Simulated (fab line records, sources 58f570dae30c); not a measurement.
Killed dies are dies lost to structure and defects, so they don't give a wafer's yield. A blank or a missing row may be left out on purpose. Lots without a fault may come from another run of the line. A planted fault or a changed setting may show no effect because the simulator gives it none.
Which tool did it? | flow berkeley_cmos170 | 14 lots, 42 wafers sampled, at 5 steps of a route of 331

WHAT THE GAUGES READ, wafer by wafer
UCB170_NWELL_THK_MEAS_02. Usual: NWELL_OXIDE_THK 26.3 nm, standard deviation 0.59.
lot  | measured    | on            | NWELL_OXIDE_THK (nm) | flag
L447 | day 2 03:28 | film_metro-02 | 27.1 27.1 27.4       |
L448 | day 2 10:53 | film_metro-04 | 26.7 26.5 26.7       |
L449 | day 2 15:56 | film_metro-02 | 24.9 25.2 25.1       |
L450 | day 2 23:29 | film_metro-02 | 25.2 25.7 25.7       |
L452 | day 3 09:44 | film_metro-04 | 26.4 26.5 26.6       |
L454 | day 3 19:36 | film_metro-04 | 25.5 25.9 26.1       |
L456 | day 4 02:48 | film_metro-03 | 25.7 25.7 26.2       |
L459 | day 4 09:25 | film_metro-04 | 26.0 26.6 26.4       |
L461 | day 4 23:14 | film_metro-02 | 25.9 26.4 26.0       |
L467 | day 6 03:58 | film_metro-04 | 26.5 26.2 26.3       |
L466 | day 6 03:58 | film_metro-02 | 27.2 27.3 27.6       |
L468 | day 6 14:58 | film_metro-04 | 25.3 25.3 25.3       |
L469 | day 6 14:59 | film_metro-03 | 26.3 26.4 26.6       |
L470 | day 7 00:30 | film_metro-02 | 26.7 26.6 26.9       |

UCB170_NWELL_THK_MEAS_05. Usual: NWELL_NITRIDE_THK 223.5 nm, standard deviation 2.2.
lot  | measured    | on            | NWELL_NITRIDE_THK (nm) | flag
L447 | day 2 11:16 | film_metro-03 | 225.0 225.0 225.8      |
L448 | day 2 18:59 | film_metro-03 | 219.6 220.0 220.1      |
L449 | day 3 01:01 | film_metro-03 | 223.6 224.2 222.0      |
L450 | day 3 07:25 | film_metro-04 | 221.0 223.2 222.4      |
L452 | day 3 16:34 | film_metro-03 | 223.4 222.4 224.0      |
L454 | day 4 03:47 | film_metro-02 | 223.9 224.2 224.7      |
L456 | day 4 11:29 | film_metro-02 | 219.3 223.2 222.2      |
L459 | day 4 16:44 | film_metro-04 | 222.5 221.1 221.5      |
L461 | day 5 07:43 | film_metro-02 | 227.4 224.8 225.7      |
L467 | day 6 12:12 | film_metro-03 | 226.6 225.3 224.1      |
L466 | day 6 12:13 | film_metro-04 | 224.0 224.3 224.8      |
L468 | day 6 22:14 | film_metro-04 | 225.9 225.8 225.3      |
L469 | day 6 22:15 | film_metro-02 | 225.7 223.2 222.7      |
L470 | day 7 07:04 | film_metro-04 | 223.8 225.6 225.5      |

UCB170_ACTIVE_CD_MEAS_13: target cd 1200 nm. Usual: cd_nm 1199.9 nm, standard deviation 1.2.
lot  | measured     | on        | cd_nm (nm)           | flag
L447 | day 4 20:47  | cd_sem-01 | 1198.2 1200.4 1199.6 |
L448 | day 5 05:04  | cd_sem-01 | 1200.7 1199.9 1199.7 |
L449 | day 5 05:17  | cd_sem-02 | 1199.0 1198.1 1199.3 |
L450 | day 5 18:37  | cd_sem-01 | 1200.4 1199.8 1199.0 |
L452 | day 6 01:02  | cd_sem-01 | 1200.0 1198.7 1200.2 |
L454 | day 6 05:27  | cd_sem-01 | 1199.4 1199.0 1199.6 |
L456 | day 6 19:31  | cd_sem-01 | 1143.4 1144.1 1144.5 | OFF
L459 | day 7 02:13  | cd_sem-02 | 1144.6 1143.3 1144.5 | OFF
L461 | day 7 11:16  | cd_sem-01 | 1198.5 1198.9 1199.0 |
L467 | day 9 01:17  | cd_sem-01 | 1201.4 1200.7 1201.5 |
L466 | day 9 01:03  | cd_sem-01 | 1200.6 1201.1 1201.2 |
L468 | day 9 23:55  | cd_sem-01 | 1199.4 1198.4 1200.3 |
L469 | day 10 00:12 | cd_sem-02 | 1202.3 1201.1 1201.3 |
L470 | day 10 11:05 | cd_sem-02 | 1199.5 1201.6 1198.7 |

UCB170_ACTIVE_OVL_MEAS_14. Usual: ACTIVE_OVL 1 nm, standard deviation 5.7.
lot  | measured     | on         | ACTIVE_OVL (nm) | flag
L447 | day 4 20:52  | overlay-02 | 1 -3 -7         |
L448 | day 5 05:11  | overlay-02 | -5 3 -3         |
L449 | day 5 05:24  | overlay-02 | 5 3 8           |
L450 | day 5 18:43  | overlay-01 | -4 -4 0         |
L452 | day 6 01:08  | overlay-01 | 4 7 10          |
L454 | day 6 05:34  | overlay-01 | 10 6 5          |
L456 | day 6 19:38  | overlay-02 | 5 7 6           |
L459 | day 7 02:20  | overlay-01 | 0 -12 -2        |
L461 | day 7 11:23  | overlay-02 | -8 0 -2         |
L467 | day 9 01:24  | overlay-02 | -1 5 -2         |
L466 | day 9 01:10  | overlay-01 | -6 -6 -9        |
L468 | day 10 00:02 | overlay-01 | -1 5 6          |
L469 | day 10 00:18 | overlay-02 | 7 1 1           |
L470 | day 10 11:13 | overlay-01 | 7 3 -6          |

WHICH TOOL RAN EACH LOT (tool, then ch and the chambers of the sampled wafers, then the start)
lot  | UCB170_ACTIVE_PEB_11
L447 | litho_track-01 ch 0, day 4 20:32
L448 | litho_track-01 ch 0, day 5 04:47
L449 | litho_track-03 ch 0, day 5 05:01
L450 | litho_track-01 ch 0, day 5 18:16
L452 | litho_track-03 ch 0, day 6 00:46
L454 | litho_track-01 ch 0, day 6 05:10
L456 | litho_track-01 ch 0, day 6 19:14
L459 | litho_track-01 ch 0, day 7 01:56
L461 | litho_track-03 ch 0, day 7 11:00
L467 | litho_track-03 ch 0, day 9 01:00
L466 | litho_track-04 ch 0, day 9 00:47
L468 | litho_track-04 ch 0, day 9 23:39
L469 | litho_track-03 ch 0, day 9 23:56
L470 | litho_track-01 ch 0, day 10 10:49
- UCB170_ACTIVE_PEB_11

WHAT THE TOOLS THEMSELVES READ (means of the sampled wafers that have a number; where no wafer has one, the mark that the record gives instead)
UCB170_ACTIVE_PEB_11. Usual: heater_power_total_W 56.80 W, standard deviation 0.046; plate_temp_C 129.99 C, standard deviation 0.12.
lot  | tool           | heater_power_total_W (W) | plate_temp_C (C) | flag
L447 | litho_track-01 | 56.79                    | 130.09           |
L448 | litho_track-01 | 56.78                    | 129.82           |
L449 | litho_track-03 | 56.83                    | 129.96           |
L450 | litho_track-01 | 56.79                    | 130.19           |
L452 | litho_track-03 | 56.80                    | 129.95           |
L454 | litho_track-01 | 56.80                    | 130.26           |
L456 | litho_track-01 | 65.37                    | 144.77           | OFF
L459 | litho_track-01 | 65.36                    | 144.79           | OFF
L461 | litho_track-03 | 56.75                    | 129.92           |
L467 | litho_track-03 | 56.76                    | 129.99           |
L466 | litho_track-04 | 56.80                    | 130.02           |
L468 | litho_track-04 | 56.77                    | 130.02           |
L469 | litho_track-03 | 56.80                    | 129.91           |
L470 | litho_track-01 | 56.80                    | 130.06           |

THE ANSWER, worked out from the rows above alone
Rule: a lot is off if the mean of its wafers that have a number lies more than 3 standard deviations from the usual mean. A lot without any number at a reading at which 4 lots or more have one is off too. The other lots that the step has rows for count as sound. The gauges are gone through in route order, then the tools' own readings, and for those a lot's mean is taken as printed above. The first step at which some lot is off is used, and at that step the reading that is off furthest; a lot without a number counts as furthest.
Off: L456, L459, at UCB170_ACTIVE_CD_MEAS_13 (cd_nm).
A tool fits if, at a process step before that reading, it ran every lot that is off, and no sound lot after the first of them. The gauges at UCB170_ACTIVE_CD_MEAS_13 aren't tried: what is off there is off at UCB170_ACTIVE_PEB_11 too, on other tools, and a gauge's error can't cause that. None of those tried fits.

WHAT THE SIMULATOR HAD PUT IN
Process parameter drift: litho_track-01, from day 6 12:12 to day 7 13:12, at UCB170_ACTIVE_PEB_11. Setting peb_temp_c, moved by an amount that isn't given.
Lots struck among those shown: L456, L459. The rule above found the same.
